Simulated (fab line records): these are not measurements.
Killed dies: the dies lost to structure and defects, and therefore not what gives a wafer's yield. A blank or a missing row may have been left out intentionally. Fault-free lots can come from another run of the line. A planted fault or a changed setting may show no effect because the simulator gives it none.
Which of the tools did it? ; flow rit cmos ; 14 lots, 42 wafers sampled, at 3 steps of a route of 202

WHAT EACH GAUGE READ, for each wafer
RIT_NWELL_TW_MEAS_10.
lot;measured;on;NWELL_TW
L461;day 2 02:04;film metro-01;2107 2115 2122
L462;day 2 05:23;film metro-03;2145 2117 2135
L463;day 2 08:12;film metro-01;2116 2114 2128
L464;day 2 14:42;film metro-03;2127 2127 2127
L465;day 2 18:46;film metro-03;2121 2125 2126
L466;day 2 23:29;film metro-01;2122 2118 2125
L467;day 3 04:29;film metro-04;2140 2138 2163
L468;day 3 09:46;film metro-01;2132 2138 2131
L469;day 3 14:06;film metro-01;2152 2135 2134
L470;day 3 21:14;film metro-03;2232 2225 2227 2243 2226 2226
L471;day 4 00:26;film metro-01;2228 2215 2209 2216 2207 2219
L472;day 4 09:05;film metro-03;2239 2233 2240 2244 2243 2242
L478;day 5 15:34;film metro-01;2123 2114 2121
L482;day 6 10:18;film metro-04;2141 2129 2127

RIT_WELLDRIVE_RS_MEAS_01: a four-point-probe measurement.
lot;measured;on;NWELL_RS (ohm/sq)
L461;day 2 09:13;film metro-03;275.3 274.2 275.7
L462;day 2 13:08;film metro-01;274.1 275.3 274.9
L463;day 2 15:02;film metro-01;275.9 275.0 274.9
L464;day 2 21:41;film metro-03;275.5 275.0 275.6
L465;day 3 02:13;film metro-04;275.4 275.9 275.9
L466;day 3 07:17;film metro-03;275.9 275.5 275.3
L467;day 3 12:18;film metro-03;275.3 275.8 275.3
L468;day 3 17:24;film metro-03;276.0 275.8 275.2
L469;day 3 20:47;film metro-01;274.6 274.2 274.5
L470;day 4 06:19;film metro-01;251.5 251.8 252.2 251.3 251.9 252.1
L471;day 4 10:19;film metro-04;252.1 253.3 253.8 252.7 253.3 253.8
L472;day 4 19:31;film metro-03;251.7 252.7 252.2 251.2 251.3 252.9
L478;day 5 22:16;film metro-01;274.9 275.0 275.8
L482;day 6 18:08;film metro-01;274.4 274.5 275.2

TOOL THAT RAN EACH LOT (tool first, then ch and the chambers of the sampled wafers, then the start)
lot;RIT_NWELL_IMPLANT_08
L461;implanter-03 ch 0, day 2 01:35
L462;implanter-01 ch 0, day 2 05:04
L463;implanter-01 ch 0, day 2 07:53
L464;implanter-03 ch 0, day 2 14:22
L465;implanter-01 ch 0, day 2 18:28
L466;implanter-02 ch 0, day 2 23:11
L467;implanter-03 ch 0, day 3 04:10
L468;implanter-03 ch 0, day 3 09:28
L469;implanter-02 ch 0, day 3 13:46
L470;implanter-02 ch 0, day 3 20:54
L471;implanter-02 ch 0, day 4 00:10
L472;implanter-02 ch 0, day 4 08:46
L478;implanter-03 ch 0, day 5 15:16
L482;implanter-01 ch 0, day 6 09:59
- RIT_NWELL_IMPLANT_08

AS READ BY THE TOOLS THEMSELVES (means over the sampled wafers that have a number; for cases with no such wafer, the mark the record gives instead)
RIT_NWELL_IMPLANT_08.
lot;tool;dose ions cm2;faraday current uA;tilt deg (degrees)
L461;implanter-03;5.003e+13;160;7.016
L462;implanter-01;4.997e+13;158;7.005
L463;implanter-01;5.002e+13;156;7.015
L464;implanter-03;5.001e+13;157;6.997
L465;implanter-01;5.000e+13;156;6.998
L466;implanter-02;4.988e+13;159;6.979
L467;implanter-03;4.999e+13;157;6.996
L468;implanter-03;4.998e+13;157;6.989
L469;implanter-02;4.997e+13;162;7.002
L470;implanter-02;5.799e+13;183;6.982
L471;implanter-02;5.798e+13;183;6.998
L472;implanter-02;5.796e+13;183;6.992
L478;implanter-03;5.003e+13;156;6.994
L482;implanter-01;4.997e+13;159;7.008

THE ANSWER, worked out from the rows above alone
Rule: what is usual is taken from the lots themselves. The widest of any qualifying gaps counts: lots, ordered by their means at a reading, are off when they make up no more than a third of the lots, leave a main group of 4 or more, and stand apart from it by 3 or more times the standard deviation of that group's means. If all means in a main group match to the digits the tables above print for the reading, that group is not used. Also off: a lot with no number at a reading for which 4 or more lots have one. Where the step has rows for the other lots, those lots are counted as sound. First the gauges in route order, then the tools' own readings, where a lot's mean is used as printed above. The first step at which some lot is off is used, and at that step the reading that is off furthest; a lot without a number counts as furthest.
Off: L470, L471, L472, seen at RIT_NWELL_TW_MEAS_10 (NWELL_TW). The main group has a mean of 2128 with a standard deviation of 9.4.
If a tool, at a process step before that reading, ran all the lots that are off and no sound lot after the first of them, it fits. Not tried: the gauges at RIT_NWELL_TW_MEAS_10; whatever is off there is also off at RIT_NWELL_IMPLANT_08, on other tools, and gauge error can't account for it. One fits: RIT_NWELL_IMPLANT_08 on implanter-02. Its last sound lot is L469 (day 3 13:46), its first lot that is off L470 (day 3 20:54): a fault that began between those two fits.
The tool's own readings at RIT_NWELL_IMPLANT_08 bear it out: on the lots that are off they differ by more than 5 times the standard deviation of the sound lots' means. dose ions cm2 reads 5.798e+13 there against 4.999e+13 on the sound lots; faraday current uA reads 183 there against 158 on the sound lots.

WHAT THE SIMULATOR HAD INSERTED
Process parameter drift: implanter-02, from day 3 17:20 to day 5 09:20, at RIT_NWELL_IMPLANT_08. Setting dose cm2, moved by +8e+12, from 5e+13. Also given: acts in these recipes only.
Lots struck among those shown: L470, L471, L472. The rule given above showed the same thing.
